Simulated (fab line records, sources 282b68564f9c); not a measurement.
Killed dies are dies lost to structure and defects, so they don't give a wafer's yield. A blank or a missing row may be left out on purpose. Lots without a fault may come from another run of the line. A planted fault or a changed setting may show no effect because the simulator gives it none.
Problem report in the 8D (eight disciplines) form, filled by code | flow rit_cmos | the parts of the form that need people (team, actions taken, sign-off) are left out

1. THE PROBLEM
GATE_OXIDE_THK at RIT_GATE_THK_MEAS_07 reads a mean of 3.44 nm on 6 wafers of 2 lots; wafers without a fault read 3.00 nm with a standard deviation of 0.054. That is +8.1 standard deviations from the usual mean.
First seen on wafer L467.1, day 5 07:57, on film_metro-01. The record holds 42 wafers of 14 lots with a number at this step. Rule for "out", or "out of limits": more than 4 standard deviations from the usual mean. The other wafers with a number count as sound.

2. WHAT IT IS AND WHAT IT IS NOT
question                    | is                     | is not
which readings at this step | GATE_OXIDE_THK         | -
which lots                  | L467, L472             | L453, L454, L455, L457, L458, L459, L460, L461, L462, L466, L474, L476
which wafers of those lots  | all that have a number | -
read on which gauges        | film_metro-01          | film_metro-03, film_metro-04
when                        | from day 5 07:57       | up to then (30 sound wafers); but 6 sound wafers of L474, L476 came after

3. SUSPECTS, AND WHAT RULES EACH OUT
Counting: a tool at a process step up to the reading stays a suspect if it ran every lot that is out and no sound lot after the first of them.
- the gauge at RIT_GATE_THK_MEAS_07: kept. All the wafers that are out were read on film_metro-01, and no step on other tools shows them out.
- furnace-02 at RIT_GATE_OXIDATION_05 (target thk 3 nm, ox time 270 s): kept. It ran every lot that is out, first L467 (day 5 06:38), and no sound lot after that; its last sound lot up to then is L462 (day 4 06:56).
Left after counting: furnace-02 at RIT_GATE_OXIDATION_05, film_metro-01 at RIT_GATE_THK_MEAS_07.

4. THE CAUSE (what the simulator had put in)
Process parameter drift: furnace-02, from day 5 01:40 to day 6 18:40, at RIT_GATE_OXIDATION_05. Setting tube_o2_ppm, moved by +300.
Counting left 2 suspects, and this tool is among them.

5. THE CHAIN OF EFFECTS, in route order
Each row: a reading whose mean over the struck wafers that have a number lies more than 3 standard deviations from the usual. Only readings for which the record gives a usual standard deviation are gone through. hours: the time from each lot's start at the first step in this table that gives one to its start at this step, as a median over the lots. sigmas: the change in usual standard deviations.
hours | step                 | reading        | usual   | on struck wafers | change | sigmas
0     | RIT_GATE_THK_MEAS_07 | GATE_OXIDE_THK | 3.00 nm | 3.44             | +0.44  | +8.1

6. WHAT WOULD HAVE CAUGHT IT SOONER
In this record the first reading out of limits at a measuring or inspecting step was taken at day 5 07:57, 6 hours after the fault began at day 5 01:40.
Of the tool readings at RIT_GATE_OXIDATION_05 for which the record gives a usual standard deviation, none was out on any struck wafer, so an alarm limit of 4 standard deviations on them would not have fired.
Of the lots that are out (2), L472 began RIT_GATE_OXIDATION_05 on furnace-02 after day 5 07:57. A hold on the tool at that time would have spared it.
